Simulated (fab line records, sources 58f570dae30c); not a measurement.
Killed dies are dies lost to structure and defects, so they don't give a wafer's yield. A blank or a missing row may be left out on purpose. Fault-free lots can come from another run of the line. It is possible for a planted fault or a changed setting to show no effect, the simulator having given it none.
Which tool is to blame?	flow berkeleyCmos170	Sampling: 14 lots, 42 wafers, 6 of 331 route steps

== WHAT EACH GAUGE READ, for each wafer ==
UCB170_ACTIVE_CD_MEAS_90: target cd 1200 nm.
lot	measured	on	cdNm (nm)
L260	day 4 19:41	cdSem-01	1197.4 1198.2 1198.6
L259	day 4 20:03	cdSem-02	1199.8 1201.5 1201.2
L261	day 5 06:19	cdSem-01	1199.9 1199.3 1199.4
L263	day 5 06:26	cdSem-01	1201.5 1201.2 1202.1
L266	day 5 23:43	cdSem-01	1200.5 1200.2 1201.8
L264	day 6 00:13	cdSem-01	1197.8 1198.9 1198.4
L268	day 6 13:07	cdSem-02	1201.0 1200.2 1198.7
L269	day 7 01:26	cdSem-01	1198.8 1198.3 1199.0
L271	day 7 06:40	cdSem-01	1201.7 1201.2 1200.0
L278	day 8 20:56	cdSem-01	1198.5 1199.1 1200.6
L279	day 9 05:25	cdSem-01	1200.8 1200.4 1200.2
L277	day 9 05:38	cdSem-01	1200.5 1200.4 1200.4
L281	day 9 17:16	cdSem-02	1198.2 1199.9 1200.5
L282	day 9 17:26	cdSem-01	1197.5 1196.3 1196.9

UCB170_NVT_TW_MEAS_09.
lot	measured	on	NVT_TW
L260	day 6 05:35	filmMetro-03	519 521 520
L259	day 6 04:53	filmMetro-04	517 517 515
L261	day 6 19:50	filmMetro-04	514 515 516
L263	day 6 19:29	filmMetro-03	521 523 520
L266	day 7 08:00	filmMetro-03	520 521 519
L264	day 7 07:33	filmMetro-04	516 521 518
L268	day 7 20:08	filmMetro-04	520 521 521
L269	day 9 00:28	filmMetro-02	528 527 527
L271	day 9 11:31	filmMetro-04	519 518 515
L278	day 10 05:20	filmMetro-03	521 520 521
L279	day 10 17:20	filmMetro-03	521 518 518
L277	day 10 16:46	filmMetro-02	528 523 525
L281	day 11 13:26	filmMetro-02	527 525 526
L282	day 11 13:10	filmMetro-03	522 523 521

UCB170_PVT_OVL_MEAS_06.
lot	measured	on	PVT_OVL (nm)
L260	day 6 07:44	overlay-01	0 -4 0
L259	day 6 06:41	overlay-01	-2 -2 6
L261	day 6 21:40	overlay-01	-2 -2 4
L263	day 6 20:59	overlay-01	2 10 8
L266	day 7 11:26	overlay-02	10 1 3
L264	day 7 11:42	overlay-02	3 0 7
L268	day 7 21:28	overlay-01	5 -1 8
L269	day 9 01:41	overlay-02	-6 -18 -9
L271	day 9 14:46	overlay-01	-5 -2 3
L278	day 10 07:23	overlay-02	0 1 3
L279	day 10 21:58	overlay-02	3 -5 -9
L277	day 10 22:13	overlay-02	-1 -1 -5
L281	day 11 14:41	overlay-01	0 -6 4
L282	day 11 14:27	overlay-01	-3 -2 1

UCB170_PLDD_TW_MEAS_11.
lot	measured	on	PLDD_TW
L260	day 7 01:53	filmMetro-02	1024 1024 1018
L259	day 7 00:52	filmMetro-02	1023 1021 1017
L261	day 7 13:05	filmMetro-02	1024 1023 1021
L263	day 7 12:49	filmMetro-02	1027 1016 1020
L266	day 8 10:14	filmMetro-01	992 991 990
L264	day 8 10:29	filmMetro-03	1003 996 1001
L268	day 8 20:40	filmMetro-01	989 992 990
L269	day 9 21:19	filmMetro-02	1012 1020 1016
L271	day 10 06:42	filmMetro-01	922 918 924
L278	day 11 00:44	filmMetro-03	925 923 926
L279	day 11 11:49	filmMetro-02	1013 1012 1008
L277	day 11 12:07	filmMetro-02	1011 1011 1015
L281	day 12 03:01	filmMetro-03	997 999 999
L282	day 12 02:47	filmMetro-02	1014 1014 1011

UCB170_SDANNEAL_RS_MEAS_04: measures by four-point-probe.
lot	measured	on	PLDD_RS (ohm/sq)
L260	day 7 18:08	filmMetro-01	1035.0 1033.7 1033.9
L259	day 7 18:07	filmMetro-02	1033.9 1032.5 1033.1
L261	day 8 02:04	filmMetro-01	1027.2 1026.7 1030.4
L263	day 8 01:40	filmMetro-03	1035.4 1036.3 1034.0
L266	day 9 02:10	filmMetro-02	1032.3 1028.0 1030.6
L264	day 9 02:24	filmMetro-03	1036.2 1033.0 1034.5
L268	day 9 11:40	filmMetro-02	1030.8 1032.7 1032.9
L269	day 10 11:25	filmMetro-02	1028.9 1032.0 1030.5
L271	day 10 19:39	filmMetro-03	1264.3 1261.2 1255.7
L278	day 11 14:45	filmMetro-01	1260.7 1255.0 1261.7
L279	day 12 00:10	filmMetro-03	1031.9 1032.7 1035.1
L277	day 12 00:59	filmMetro-03	1038.4 1034.6 1035.5
L281	day 13 06:34	filmMetro-02	1031.7 1034.2 1035.3
L282	day 12 15:58	filmMetro-02	1028.0 1026.9 1030.1

== WHAT TOOL EACH LOT RAN ON (gives the tool, then ch and the chambers of the sampled wafers, and finally the start) ==
lot	UCB170_PLDD_IMPLANT_08
L260	implanter-03 ch 0, day 7 01:29
L259	implanter-02 ch 0, day 7 00:30
L261	implanter-02 ch 0, day 7 12:41
L263	implanter-04 ch 0, day 7 12:25
L266	implanter-04 ch 0, day 8 09:52
L264	implanter-02 ch 0, day 8 10:07
L268	implanter-02 ch 0, day 8 20:17
L269	implanter-04 ch 0, day 9 20:56
L271	implanter-02 ch 0, day 10 06:19
L278	implanter-02 ch 0, day 11 00:20
L279	implanter-04 ch 0, day 11 11:25
L277	implanter-04 ch 0, day 11 11:43
L281	implanter-03 ch 0, day 12 02:37
L282	implanter-04 ch 0, day 12 02:23
- UCB170_PLDD_IMPLANT_08

== WHAT THE TOOLS THEMSELVES READ (means of the sampled wafers that have a number; where no wafer has one, the mark that the record gives instead) ==
UCB170_PLDD_IMPLANT_08.
lot	tool	doseIonsCm2	faradayCurrentUA	tiltDeg (degrees)
L260	implanter-03	5e+13	158	6.996
L259	implanter-02	5e+13	159	6.995
L261	implanter-02	5e+13	158	7.029
L263	implanter-04	5e+13	158	7.006
L266	implanter-04	5e+13	158	6.974
L264	implanter-02	5e+13	162	6.971
L268	implanter-02	5e+13	160	7.022
L269	implanter-04	5e+13	158	7.020
L271	implanter-02	3e+13	86	7.012
L278	implanter-02	3e+13	87	7.021
L279	implanter-04	5e+13	161	6.981
L277	implanter-04	5e+13	155	7.006
L281	implanter-03	5e+13	158	7.004
L282	implanter-04	5e+13	159	7.015

== THE ANSWER, worked out from the rows above alone ==
Rule: usual is defined by the lots themselves. The widest of any qualifying gaps counts: lots, ordered by their means at a reading, are off when they make up no more than a third of the lots, leave a main group of 4 or more, and stand apart from it by 3 or more times the standard deviation of that group's means. The tables above print the reading to a certain number of digits; a main group whose means all agree to those digits is not used. Also off: a lot with no number at a reading for which 4 or more lots have one. The other lots that the step has rows for count as sound. First the gauges in route order, then the tools' own readings, where a lot's mean is used as printed above. At the first step where some lot is off, the reading lying furthest off is the one used; lots without a number count as furthest.
Off: L271, L278, seen at UCB170_PLDD_TW_MEAS_11 (PLDD_TW). The main group: mean 1010, standard deviation 11.
A tool fits if, at a process step before that reading, it ran every lot that is off, and no sound lot after the first of them. The gauges at UCB170_PLDD_TW_MEAS_11 aren't tried: what is off there is off at UCB170_PLDD_IMPLANT_08 too, on other tools, and a gauge's error can't cause that. One fits: UCB170_PLDD_IMPLANT_08 on implanter-02. A fault onset in the window from L268 (day 8 20:17, its last sound lot) to L271 (day 10 06:19, its first lot off) fits.
The tool's own readings at UCB170_PLDD_IMPLANT_08 bear it out: on the lots that are off they differ by more than 5 times the standard deviation of the sound lots' means. doseIonsCm2 reads 3e+13 there against 5e+13 on the sound lots; faradayCurrentUA reads 86 there against 159 on the sound lots.

== WHAT THE SIMULATOR PUT IN ==
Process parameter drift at UCB170_PLDD_IMPLANT_08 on implanter-02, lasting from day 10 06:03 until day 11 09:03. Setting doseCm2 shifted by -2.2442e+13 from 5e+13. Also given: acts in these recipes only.
Struck lots among those shown: L271, L278. The rule given above showed the same thing.
